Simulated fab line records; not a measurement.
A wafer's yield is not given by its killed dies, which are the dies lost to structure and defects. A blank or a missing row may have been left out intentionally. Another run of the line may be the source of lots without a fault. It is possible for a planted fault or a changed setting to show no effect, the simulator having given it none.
Split-lot study | flow ritCmos | route with 202 steps; 5 lots, 27 wafers read

## THE SPLIT ITSELF
At RIT_GATE_DEVELOP_15 (develop time 50 s), the setting developTimeS was moved away from the recipe's 50 s on 12 of the 27 wafers read, by -46.8% to +28.0%. This setting was run at the recipe's value on the other wafers.

## FROM THE SPLIT TO THE READING: what the file shows between them, 9 steps
- RIT_REOX_OXIDATION_03: target thk 25.2 nm, ox time 5580 s (also split here: oxTimeS)
- RIT_REOX_THK_MEAS_04
- RIT_SPACER_CLEAN_00: cleans in SC1, time 600 s (also split here: timeS)
- RIT_CONTACT_DEVELOP_07: develop time 120 s (also split here: developTimeS)
- RIT_CONTACT_CD_MEAS_08: target cd 1000 nm
- RIT_CONTACT_HARDBAKE_10: time 60 s
- RIT_CONTACT_ETCH_11: etches SiO2 in CHF3/CF4/Ar, stops on TiSi2, target depth 480 nm, time 320 s
- RIT_CONTACT_STRIP_12: strips in O2, time 171.1 s
- RIT_CONTACT_CD_MEAS_90: target cd 1000 nm

## THE READING
etest.nmos_0p3.rOnOhmUm (the simulator's own value, which no gauge read), at RIT_M1_PROBE_99. The file does not state a usual value for it. Here, 15 wafers ran the recipe; their average is 2313 with a standard deviation of 1.9e+02.

wafer  | tool, chamber at the split | developTimeS as run, s | against the recipe | etest.nmos_0p3.rOnOhmUm | against lot-mates on the recipe
L076.1 | lithoTrack-02, 0           | 30.75                  | -38.5%             | 2828                    | +601
L076.2 | lithoTrack-02, 0           | 50                     | recipe             | 2194                    | -
L076.3 | lithoTrack-02, 0           | 50                     | recipe             | 2227                    | -
L076.4 | lithoTrack-02, 0           | 30.75                  | -38.5%             | 2789                    | +562
L076.5 | lithoTrack-02, 0           | 30.75                  | -38.5%             | 2811                    | +584
L076.6 | lithoTrack-02, 0           | 50                     | recipe             | 2260                    | -
L079.1 | lithoTrack-04, 0           | 64.01                  | +28.0%             | 2258                    | -281
L079.2 | lithoTrack-04, 0           | 50                     | recipe             | 2538                    | -
L079.3 | lithoTrack-04, 0           | 64.01                  | +28.0%             | 2264                    | -275
L079.4 | lithoTrack-04, 0           | 50                     | recipe             | 2551                    | -
L079.5 | lithoTrack-04, 0           | 64.01                  | +28.0%             | 2226                    | -313
L079.6 | lithoTrack-04, 0           | 50                     | recipe             | 2527                    | -
L082.1 | lithoTrack-02, 0           | 50                     | recipe             | 2058                    | -
L082.2 | lithoTrack-02, 0           | 37.74                  | -24.5%             | 2428                    | +344
L082.3 | lithoTrack-02, 0           | 50                     | recipe             | 2095                    | -
L082.4 | lithoTrack-02, 0           | 50                     | recipe             | 2098                    | -
L082.5 | lithoTrack-02, 0           | 37.74                  | -24.5%             | 2411                    | +327
L082.6 | lithoTrack-02, 0           | 37.74                  | -24.5%             | 2452                    | +368
L083.1 | lithoTrack-02, 0           | 50                     | recipe             | 2189                    | -
L083.3 | lithoTrack-02, 0           | 50                     | recipe             | 2202                    | -
L083.4 | lithoTrack-02, 0           | 50                     | recipe             | 2169                    | -
L085.1 | lithoTrack-01, 0           | 26.61                  | -46.8%             | 3313                    | +786
L085.2 | lithoTrack-01, 0           | 26.61                  | -46.8%             | 3367                    | +840
L085.3 | lithoTrack-01, 0           | 50                     | recipe             | 2539                    | -
L085.4 | lithoTrack-01, 0           | 50                     | recipe             | 2469                    | -
L085.5 | lithoTrack-01, 0           | 50                     | recipe             | 2572                    | -
L085.6 | lithoTrack-01, 0           | 26.61                  | -46.8%             | 3323                    | +796

FIT RESULTS
A straight line over all 27 wafers: etest.nmos_0p3.rOnOhmUm changes by -13.3 for each +1% of developTimeS; r = -0.79; the points scatter about the line by 2.3e+02.
The same after taking each lot's own level away (the mean of its wafers on the recipe; 27 wafers): -14.8 for each +1%; r = -0.99; scatter 58.
The reading moves by 6.9e+02 for the largest change in developTimeS, on that fit.
Across the lots, their own levels run from 2083.7 to 2538.7, a range of 2.4 times the standard deviation given above.
So the lot-to-lot level blurs the effect unless lot-mates are compared.
Check: +705 against its lot-mates is what the line predicts for one of the wafers moved furthest among these (-46.8%) when that wafer is left out of the fit. Against them it came out at +786.

## OTHER SPLITS ON THESE WAFERS
Before the reading, these wafers also passed through other splits. Each is held against what the fit with the lots' levels taken away leaves over:
other split on the same wafers      | wafers away from the commonest value | r with etest.nmos_0p3.rOnOhmUm (lot level and that fit taken away)
RIT_FOX1_OXIDATION_00 oxTimeS       | 21                                   | +0.36
RIT_REOX_OXIDATION_03 oxTimeS       | 18                                   | +0.52
RIT_SPACER_CLEAN_00 timeS           | 21                                   | -0.50
RIT_CONTACT_DEVELOP_07 developTimeS | 9                                    | -0.24

## THE WHOLE CHAIN: every reading that the file lists as answering this split, in the file's order
step            | what it does | reading                                                                    | change (the file's fit)           | r (the file's)
RIT_M1_PROBE_99 |              | etest.pmosTurned.rOnOhmUm (the simulator's own value, which no gauge read) | -54.7 for each +1% of the setting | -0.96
RIT_M1_PROBE_99 |              | etest.pmos_0p3.rOnOhmUm (the simulator's own value, which no gauge read)   | -53.1 for each +1% of the setting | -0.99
RIT_M1_PROBE_99 |              | etest.pmos_0p15.rOnOhmUm (the simulator's own value, which no gauge read)  | -53.1 for each +1% of the setting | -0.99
RIT_M1_PROBE_99 |              | etest.nmos_0p15.rOnOhmUm (the simulator's own value, which no gauge read)  | -15.7 for each +1% of the setting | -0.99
RIT_M1_PROBE_99 |              | etest.nmos_0p3.rOnOhmUm (the simulator's own value, which no gauge read)   | -15.2 for each +1% of the setting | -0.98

## FILE'S OWN FIT
etest.nmos_0p3.rOnOhmUm changes by -15.2 for each +1% of developTimeS, r = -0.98.
